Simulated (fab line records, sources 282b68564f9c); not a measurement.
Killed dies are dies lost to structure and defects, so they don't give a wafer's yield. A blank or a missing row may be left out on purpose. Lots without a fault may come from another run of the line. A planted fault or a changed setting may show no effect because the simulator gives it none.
Which tool did it? | flow rit_cmos | 13 lots, 39 wafers sampled, at 4 steps of a route of 202

WHAT THE GAUGES READ, wafer by wafer
RIT_ACTIVE_CD_MEAS_11: target cd 1400 nm.
lot  | measured    | on        | cd_nm (nm)
L397 | day 1 14:52 | cd_sem-01 | 1404.1 1401.4 1404.0
L399 | day 2 00:26 | cd_sem-02 | 1398.1 1396.1 1399.1
L400 | day 2 06:18 | cd_sem-02 | 1401.1 1400.9 1401.1
L402 | day 2 15:29 | cd_sem-01 | 1401.8 1400.2 1399.3
L404 | day 3 01:35 | cd_sem-01 | 1277.2 1276.9 1280.1
L411 | day 4 12:35 | cd_sem-02 | 1399.4 1401.1 1400.5
L412 | day 4 18:11 | cd_sem-01 | 1395.9 1395.8 1398.8
L413 | day 4 22:34 | cd_sem-01 | 1404.3 1399.9 1401.7
L414 | day 5 03:37 | cd_sem-02 | 1399.9 1399.5 1396.7
L415 | day 5 08:35 | cd_sem-01 | 1398.0 1397.1 1397.2
L417 | day 5 18:34 | cd_sem-02 | 1399.9 1401.3 1399.4
L418 | day 6 00:24 | cd_sem-02 | 1398.1 1397.8 1398.4
L419 | day 6 04:47 | cd_sem-01 | 1401.0 1400.9 1401.4

RIT_FOX2_THK_MEAS_90.
lot  | measured    | on            | FIELD_OXIDE_LEFT_1_THK (nm)
L397 | day 1 19:36 | film_metro-01 | 316 310 309
L399 | day 2 05:13 | film_metro-03 | 333 328 337
L400 | day 2 11:23 | film_metro-03 | 323 324 328
L402 | day 2 20:17 | film_metro-04 | 337 331 332
L404 | day 3 07:37 | film_metro-04 | 326 333 335
L411 | day 4 17:21 | film_metro-03 | 321 323 320
L412 | day 4 22:55 | film_metro-01 | 329 322 321
L413 | day 5 03:55 | film_metro-04 | 327 321 326
L414 | day 5 08:25 | film_metro-01 | 321 324 320
L415 | day 5 13:50 | film_metro-04 | 329 328 328
L417 | day 6 04:38 | film_metro-04 | 323 318 323
L418 | day 6 06:10 | film_metro-01 | 322 320 323
L419 | day 6 10:49 | film_metro-04 | 318 316 323

WHICH TOOL RAN EACH LOT (tool, then ch and the chambers of the sampled wafers, then the start)
lot  | RIT_ACTIVE_EXPOSE_08               | RIT_ACTIVE_ETCH_13
L397 | iline_stepper-01 ch 0, day 1 14:28 | rie_diel-03 ch 1,2,3, day 1 15:07
L399 | iline_stepper-02 ch 0, day 2 00:02 | rie_diel-01 ch 0,1,2, day 2 00:43
L400 | iline_stepper-01 ch 0, day 2 05:54 | rie_diel-02 ch 1,2,3, day 2 06:34
L402 | iline_stepper-02 ch 0, day 2 15:05 | rie_diel-01 ch 2,3, day 2 15:43
L404 | iline_stepper-01 ch 0, day 3 01:11 | rie_diel-01 ch 2,3, day 3 01:50
L411 | iline_stepper-02 ch 0, day 4 12:11 | rie_diel-01 ch 0,2, day 4 12:49
L412 | iline_stepper-02 ch 0, day 4 17:47 | rie_diel-01 ch 0,2,3, day 4 18:25
L413 | iline_stepper-01 ch 0, day 4 22:10 | rie_diel-02 ch 1,2, day 4 22:50
L414 | iline_stepper-02 ch 0, day 5 03:11 | rie_diel-02 ch 0,1,3, day 5 03:52
L415 | iline_stepper-01 ch 0, day 5 08:11 | rie_diel-01 ch 0,3, day 5 08:50
L417 | iline_stepper-01 ch 0, day 5 18:10 | rie_diel-03 ch 0,1,2, day 5 18:50
L418 | iline_stepper-01 ch 0, day 5 23:55 | rie_diel-01 ch 0,2,3, day 6 00:40
L419 | iline_stepper-01 ch 0, day 6 04:23 | rie_diel-02 ch 0,2,3, day 6 05:02
- RIT_ACTIVE_EXPOSE_08: exposes mask M1, target cd 1400 nm.
- RIT_ACTIVE_ETCH_13: etches Si3N4 in SF6, stops on SiO2, time 210 s, target depth 210 nm.

WHAT THE TOOLS THEMSELVES READ (means of the sampled wafers that have a number; where no wafer has one, the mark that the record gives instead)
RIT_ACTIVE_EXPOSE_08.
lot  | tool             | focus_offset_nm (nm)
L397 | iline_stepper-01 | -0.6
L399 | iline_stepper-02 | -0.0
L400 | iline_stepper-01 | -0.2
L402 | iline_stepper-02 | -0.0
L404 | iline_stepper-01 | 0.3
L411 | iline_stepper-02 | -0.3
L412 | iline_stepper-02 | 0.6
L413 | iline_stepper-01 | 0.5
L414 | iline_stepper-02 | 0.1
L415 | iline_stepper-01 | -0.3
L417 | iline_stepper-01 | -0.2
L418 | iline_stepper-01 | 0.4
L419 | iline_stepper-01 | 0.1

RIT_ACTIVE_ETCH_13.
lot  | tool        | SF6_flow_sccm (sccm) | chamber_pressure_mTorr (mTorr) | drypump_motor_current_A (A) | oes_product_au (a.u.) | rf_fwd_power_W (W) | throttle_valve_pct (%)
L397 | rie_diel-03 | 200.3                | 260.12                         | 6.3                         | 0.819                 | 124.6              | 7.42
L399 | rie_diel-01 | 199.6                | 260.04                         | 5.9                         | 0.819                 | 124.5              | 7.60
L400 | rie_diel-02 | 199.5                | 259.74                         | 6.0                         | 0.841                 | 124.8              | 7.50
L402 | rie_diel-01 | 199.2                | 259.84                         | 6.2                         | 0.818                 | 124.8              | 7.59
L404 | rie_diel-01 | 200.4                | 259.94                         | 6.2                         | 0.824                 | 124.1              | 7.60
L411 | rie_diel-01 | 199.5                | 260.08                         | 5.9                         | 0.808                 | 124.6              | 7.65
L412 | rie_diel-01 | 200.3                | 259.85                         | 6.0                         | 0.815                 | 125.0              | 7.60
L413 | rie_diel-02 | 199.5                | 259.90                         | 5.9                         | 0.830                 | 125.2              | 7.59
L414 | rie_diel-02 | 200.3                | 260.09                         | 5.7                         | 0.828                 | 124.9              | 7.36
L415 | rie_diel-01 | 200.0                | 259.94                         | 6.1                         | 0.812                 | 124.8              | 7.59
L417 | rie_diel-03 | 200.2                | 259.93                         | 5.8                         | 0.815                 | 124.3              | 7.48
L418 | rie_diel-01 | 200.2                | 260.05                         | 6.1                         | 0.811                 | 124.5              | 7.60
L419 | rie_diel-02 | 200.1                | 260.11                         | 5.9                         | 0.839                 | 124.8              | 7.40

THE ANSWER, worked out from the rows above alone
Rule: what is usual is taken from the lots themselves. Put in order of their means at a reading, lots are off if they are a third of the lots or fewer, leave a main group of 4 or more, and stand apart from it by a gap of 3 or more times the standard deviation of the main group's means; of several such gaps the widest counts. A main group whose means are all the same, to the digits that the tables above print for the reading, isn't used. A lot without any number at a reading at which 4 lots or more have one is off too. The other lots that the step has rows for count as sound. The gauges are gone through in route order, then the tools' own readings, and for those a lot's mean is taken as printed above. The first step at which some lot is off is used, and at that step the reading that is off furthest; a lot without a number counts as furthest.
Off: L404, at RIT_ACTIVE_CD_MEAS_11 (cd_nm). The main group: mean 1399.8 nm, standard deviation 1.9.
A tool fits if, at a process step before that reading, it ran every lot that is off, and no sound lot after the first of them. The gauges at RIT_ACTIVE_CD_MEAS_11 are tried like those tools. None of those tried fits.

WHAT THE SIMULATOR HAD PUT IN
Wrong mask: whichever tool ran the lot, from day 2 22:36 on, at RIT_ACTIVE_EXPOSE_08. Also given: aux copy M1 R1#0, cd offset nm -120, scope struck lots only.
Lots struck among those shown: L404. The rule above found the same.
